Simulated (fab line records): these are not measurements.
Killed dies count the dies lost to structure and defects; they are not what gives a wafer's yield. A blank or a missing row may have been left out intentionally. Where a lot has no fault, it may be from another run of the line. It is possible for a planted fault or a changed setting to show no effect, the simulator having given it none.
Split-lot experiment | flow rit cmos | 23 wafers read across 5 lots, on a route 202 steps long

## ON THE SPLIT
At RIT_NWELL_COAT_01 (resist thk 1300 nm), the setting spin rpm was moved away from the recipe's 2000 rpm on 5 of the 23 wafers read, by -4.1% to +2.5%. This setting was run at the recipe's value on the other wafers.

## FROM THE SPLIT TO THE READING: what the file shows between them, 3 steps
- RIT_NWELL_SOFTBAKE_02: time 60 s
- RIT_NWELL_EXPOSE_03: exposes mask M2, target cd 43900 nm
- RIT_NWELL_DEVELOP_05: develop time 68 s

## THE READING
NOVOLAK_of_NWELL_COAT_01.thk nm (the simulator's own value, which no gauge read), in nm, at RIT_NWELL_HARDBAKE_07 (time 120 s). No usual value for it is given in the file. Across the 18 wafers here that went through the recipe, the average is 1136 nm and the standard deviation 2 nm.

wafer  | tool, chamber at the split | spin rpm as run, rpm | against the recipe | NOVOLAK_of_NWELL_COAT_01.thk nm, nm | against lot-mates on the recipe
L076.2 | litho track-03, 0          | 2000                 | recipe             | 1139                                | -
L076.3 | litho track-03, 0          | 1917                 | -4.1%              | 1164                                | +26
L076.5 | litho track-03, 0          | 1917                 | -4.1%              | 1164                                | +26
L076.4 | litho track-03, 0          | 1917                 | -4.1%              | 1162                                | +24
L076.6 | litho track-03, 0          | 2000                 | recipe             | 1136                                | -
L082.1 | litho track-04, 0          | 2000                 | recipe             | 1138                                | -
L082.2 | litho track-04, 0          | 2000                 | recipe             | 1138                                | -
L082.3 | litho track-04, 0          | 2050                 | +2.5%              | 1120                                | -18
L082.4 | litho track-04, 0          | 2050                 | +2.5%              | 1121                                | -17
L082.6 | litho track-04, 0          | 2000                 | recipe             | 1139                                | -
L083.1 | litho track-01, 0          | 2000                 | recipe             | 1132                                | -
L083.2 | litho track-01, 0          | 2000                 | recipe             | 1136                                | -
L083.5 | litho track-01, 0          | 2000                 | recipe             | 1136                                | -
L083.3 | litho track-01, 0          | 2000                 | recipe             | 1133                                | -
L083.4 | litho track-01, 0          | 2000                 | recipe             | 1135                                | -
L084.1 | litho track-04, 0          | 2000                 | recipe             | 1136                                | -
L084.2 | litho track-04, 0          | 2000                 | recipe             | 1134                                | -
L084.3 | litho track-04, 0          | 2000                 | recipe             | 1137                                | -
L085.2 | litho track-03, 0          | 2000                 | recipe             | 1136                                | -
L085.4 | litho track-03, 0          | 2000                 | recipe             | 1136                                | -
L085.3 | litho track-03, 0          | 2000                 | recipe             | 1138                                | -
L085.6 | litho track-03, 0          | 2000                 | recipe             | 1138                                | -
L085.5 | litho track-03, 0          | 2000                 | recipe             | 1139                                | -

FIT RESULTS
A straight line over all 23 wafers: NOVOLAK_of_NWELL_COAT_01.thk nm changes by -6.46 nm for each +1% of spin rpm; r = -0.99; the points scatter about the line by 1.9 nm.
The same after taking each lot's own level away (the mean of its wafers on the recipe; 23 wafers): -6.43 nm for each +1%; r = -0.99; scatter 1.4 nm.
On that fit, the largest move of spin rpm shifts the reading by 27 nm.
From 1134.4 to 1138.3 nm: that is the span of the lots' own levels, equal to 2.0 times the standard deviation above.
Consequently the slope shifts little with the lot-to-lot level, the two slopes agreeing.
Check: with one of the wafers moved furthest among these (-4.1%) left out of the fit, the line predicts +26.4 nm for it against its lot-mates. Against them it came out at +26.5 nm.

## THE OTHER SPLITS THESE WAFERS WENT THROUGH
These wafers also went through other splits before the reading. Each is held against what the fit with the lots' levels taken away leaves over:
other split on the same wafers  | wafers away from the commonest value | r with NOVOLAK_of_NWELL_COAT_01.thk nm (lot level and that fit taken away)
RIT_ACTIVE_CVD_03 nh3 flow sccm | 18                                   | +0.06
RIT_FOX1_OXIDATION_00 ox time s | 18                                   | +0.13

## THE WHOLE CHAIN: every reading that the file lists as answering this split, in the file's order
step                  | what it does       | reading                                                                          | change (the file's fit)              | r (the file's)
RIT_NWELL_COAT_01     | resist thk 1300 nm | NOVOLAK_of_NWELL_COAT_01.thk nm (the simulator's own value, which no gauge read) | -7.43 nm for each +1% of the setting | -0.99
RIT_NWELL_HARDBAKE_07 | time 120 s         | NOVOLAK_of_NWELL_COAT_01.thk nm (the simulator's own value, which no gauge read) | -6.4 nm for each +1% of the setting  | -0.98

## FILE'S OWN FIT
NOVOLAK_of_NWELL_COAT_01.thk nm changes by -6.4 nm for each +1% of spin rpm, r = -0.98.
